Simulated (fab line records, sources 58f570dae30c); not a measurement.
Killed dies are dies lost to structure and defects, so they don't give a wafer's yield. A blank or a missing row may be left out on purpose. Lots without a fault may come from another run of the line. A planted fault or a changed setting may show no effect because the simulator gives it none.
A struck lot beside a sound one | flow berkeley_cmos170 | 13 steps out of a route of 331
Sound: wafers L527.1, L527.4, L527.6. Struck: wafers L515.1, L515.2, L515.5. The cause comes at the end.
At each step with rows: each side's tool, then ch and its chambers, then its first start. Under that, the readings that differ: sound wafers | struck wafers | difference of the means | sigmas: that difference in standard deviations of wafers without a fault.
alike: readings whose means differ by less than 2 such deviations, and words and numbers that are the same on both sides. not compared: withheld readings, readings that some wafer has no value for, bounds like >300 that may hide the same value, and numbers for which the record gives no deviation and whose values overlap.
The two part at a step that has a row with sigmas, a row that says differs or no value, or rows on one side only. Numbers that don't overlap but have no deviation are shown without sigmas and don't part them. A reading that every wafer of one side lacks parts them only if that side has two wafers or more.

first, 2 steps without rows for these wafers: UCB170_NLDD_PEB_04; UCB170_NLDD_DEVELOP_05 (develop time 45 s).
UCB170_NLDD_CD_MEAS_06: target cd 1200 nm.
  sound on cd_sem-02, day 9 09:07; struck on cd_sem-01, day 6 22:58
  alike: cd_nm
UCB170_NLDD_OVL_MEAS_07:
  sound on overlay-02, day 9 09:14; struck on overlay-02, day 6 23:05
  reading       | sound    | struck | difference | sigmas
  NLDD_OVL (nm) | -6 -7 -7 | 3 7 9  | +13        | +3
then, 2 steps without rows for these wafers: UCB170_NLDD_IMPLANT_08; UCB170_NLDD_IMPLANT_09.
UCB170_NLDD_STRIP_10: strips in O2.
  sound on plasma_asher-01 ch 0,1, day 9 09:34; struck on plasma_asher-04 ch 0,1, day 6 23:25
  alike: drypump_motor_current_A, oes_product_au, strip_time_to_endpoint_s
  not compared: rf_hours_counter_h
UCB170_NLDD_TW_MEAS_11:
  sound on film_metro-03, day 9 09:40; struck on film_metro-04, day 6 23:31
  alike: NLDD_TW
then, 1 step without rows for these wafers: UCB170_NLDD_CLEAN_12 (cleans in SPM, time 600 s).
UCB170_SPACER_CVD_00: deposits SiO2 from TEOS/O2, target thk 376 nm, time 47 s.
  sound on pecvd-03 ch 1,2, day 9 09:55; struck on pecvd-03 ch 1,2, day 6 23:45
  alike: heater_power_w
UCB170_SPACER_THK_MEAS_01:
  sound on film_metro-04, day 9 09:57; struck on film_metro-03, day 6 23:47
  alike: SPACER_TEOS_THK
then, 1 step without rows for these wafers: UCB170_SPACER_ANNEAL_02 (time 1800 s).
UCB170_SPACER_ETCHBACK_03: etches SiO2 in CHF3/CF4/Ar, stops on Si, target depth 376 nm, time 100 s.
  sound on rie_diel-03 ch 1,3, day 9 16:14; struck on rie_diel-03 ch 0,1, day 7 03:30
  no value came back on the struck wafers for any of 5 readings (CHF3_flow_sccm (sccm), cf4_flow_sccm (sccm) and others); on the sound wafers CHF3_flow_sccm (sccm) reads 50.13 49.73 50.00
  reading                                  | sound           | struck            | difference | sigmas
  model.SiO2_of_SPACER_CVD_00.thk_nm (nm)  | 0 0 0           | 371.5 373.2 380.4 | +375.0     |
  model.poly-Si_of_GATE_CVD_04.thk_nm (nm) | 209.6 210.6 210 | 215.8 213.3 216.1 | +5.0       |
  not compared: rf_hours_counter_h

WHERE THEY PART
First at UCB170_NLDD_OVL_MEAS_07; last, within this record, at UCB170_SPACER_ETCHBACK_03.

WHY: what the simulator had put in
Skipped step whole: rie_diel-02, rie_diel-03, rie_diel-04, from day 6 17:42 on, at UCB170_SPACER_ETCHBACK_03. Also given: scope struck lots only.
